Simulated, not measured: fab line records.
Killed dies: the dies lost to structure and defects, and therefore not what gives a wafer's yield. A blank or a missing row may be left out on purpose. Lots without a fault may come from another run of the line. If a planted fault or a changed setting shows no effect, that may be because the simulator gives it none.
Which of the tools did it? :: flow berkeley-cmos170 :: 13 lots with 39 wafers sampled at 2 steps, on a route of 331 steps

## WHAT THE GAUGES READ, wafer by wafer
UCB170_M1_CD_MEAS_09: the cd target is 700 nm.
lot: L563
measured: day 7 17:43
on: cd-sem-02
cd-nm (nm): 699.6 700.0 700.7

lot: L564
measured: day 8 21:07
on: cd-sem-01
cd-nm (nm): 701.1 701.2 700.3

lot: L565
measured: day 8 21:23
on: cd-sem-02
cd-nm (nm): 702.2 700.2 701.0

lot: L567
measured: day 9 18:59
on: cd-sem-01
cd-nm (nm): 700.2 699.4 698.4

lot: L569
measured: day 9 19:36
on: cd-sem-01
cd-nm (nm): 700.9 701.1 700.4

lot: L571
measured: day 10 07:44
on: cd-sem-02
cd-nm (nm): 697.6 695.7 698.6

lot: L574
measured: day 10 20:38
on: cd-sem-01
cd-nm (nm): 699.7 700.3 701.2

lot: L577
measured: day 11 15:57
on: cd-sem-02
cd-nm (nm): 700.5 699.2 701.5

lot: L581
measured: day 12 19:46
on: cd-sem-01
cd-nm (nm): 700.9 700.9 700.2

lot: L585
measured: day 12 20:02
on: cd-sem-01
cd-nm (nm): 699.6 700.7 700.3

lot: L584
measured: day 12 20:44
on: cd-sem-01
cd-nm (nm): 700.5 699.9 699.1

lot: L582
measured: day 12 21:01
on: cd-sem-01
cd-nm (nm): 699.8 701.0 701.9

lot: L586
measured: day 12 21:26
on: cd-sem-02
cd-nm (nm): 699.4 698.8 698.8

UCB170_M2_RS_MEAS_02: uses a four-point probe to measure.
lot: L563
measured: day 7 23:20
on: film-metro-04
M2_AL_RS (ohm/sq): 0.0321 0.0326 0.0321

lot: L564
measured: day 9 05:51
on: film-metro-04
M2_AL_RS (ohm/sq): 0.0322 0.0324 0.0319

lot: L565
measured: day 9 06:05
on: film-metro-03
M2_AL_RS (ohm/sq): 0.0326 0.0326 0.0327

lot: L567
measured: day 10 00:01
on: film-metro-03
M2_AL_RS (ohm/sq): 0.0325 0.0329 0.0330

lot: L569
measured: day 10 01:40
on: film-metro-01
M2_AL_RS (ohm/sq): 0.0326 0.0328 0.0330

lot: L571
measured: day 10 12:11
on: film-metro-03
M2_AL_RS (ohm/sq): 0.0334 0.0329 0.0326

lot: L574
measured: day 11 01:54
on: film-metro-04
M2_AL_RS (ohm/sq): 0.0325 0.0318 0.0328

lot: L577
measured: day 11 22:23
on: film-metro-04
M2_AL_RS (ohm/sq): 0.0324 0.0325 0.0321

lot: L581
measured: day 13 00:19
on: film-metro-01
M2_AL_RS (ohm/sq): 0.0317 0.0323 0.0322

lot: L585
measured: day 13 01:46
on: film-metro-04
M2_AL_RS (ohm/sq): 0.0322 0.0321 0.0318

lot: L584
measured: day 13 04:59
on: film-metro-04
M2_AL_RS (ohm/sq): 0.0324 0.0326 0.0322

lot: L582
measured: day 13 05:17
on: film-metro-04
M2_AL_RS (ohm/sq): 0.0331 0.0331 0.0329

lot: L586
measured: day 13 05:37
on: film-metro-04
M2_AL_RS (ohm/sq): 0.0329 0.0329 0.0327

## WHICH TOOL RAN EACH LOT (tool, then ch and the chambers of the sampled wafers, then the start)
Before these readings, the record contains no process step.

## WHAT THE TOOLS THEMSELVES READ (means of the sampled wafers that have a number; where no wafer has one, the mark that the record gives instead)
The record holds no such reading with a usual standard deviation.

## THE ANSWER, worked out from the rows above alone
Rule: usual is defined by the lots themselves. Put in order of their means at a reading, lots are off if they are a third of the lots or fewer, leave a main group of 4 or more, and stand apart from it by a gap of 3 or more times the standard deviation of the main group's means; of several such gaps the widest counts. A main group whose means are all the same, to the digits that the tables above print for the reading, isn't used. A lot without any number at a reading at which 4 lots or more have one is off too. Where the step has rows for the other lots, those lots are counted as sound. First the gauges in route order, then the tools' own readings, where a lot's mean is used as printed above. The first step at which some lot is off is used, and at that step the reading that is off furthest; a lot without a number counts as furthest.
No lot is off on any of the readings shown, so nothing can be concluded from this.

## WHAT THE SIMULATOR HAD INSERTED
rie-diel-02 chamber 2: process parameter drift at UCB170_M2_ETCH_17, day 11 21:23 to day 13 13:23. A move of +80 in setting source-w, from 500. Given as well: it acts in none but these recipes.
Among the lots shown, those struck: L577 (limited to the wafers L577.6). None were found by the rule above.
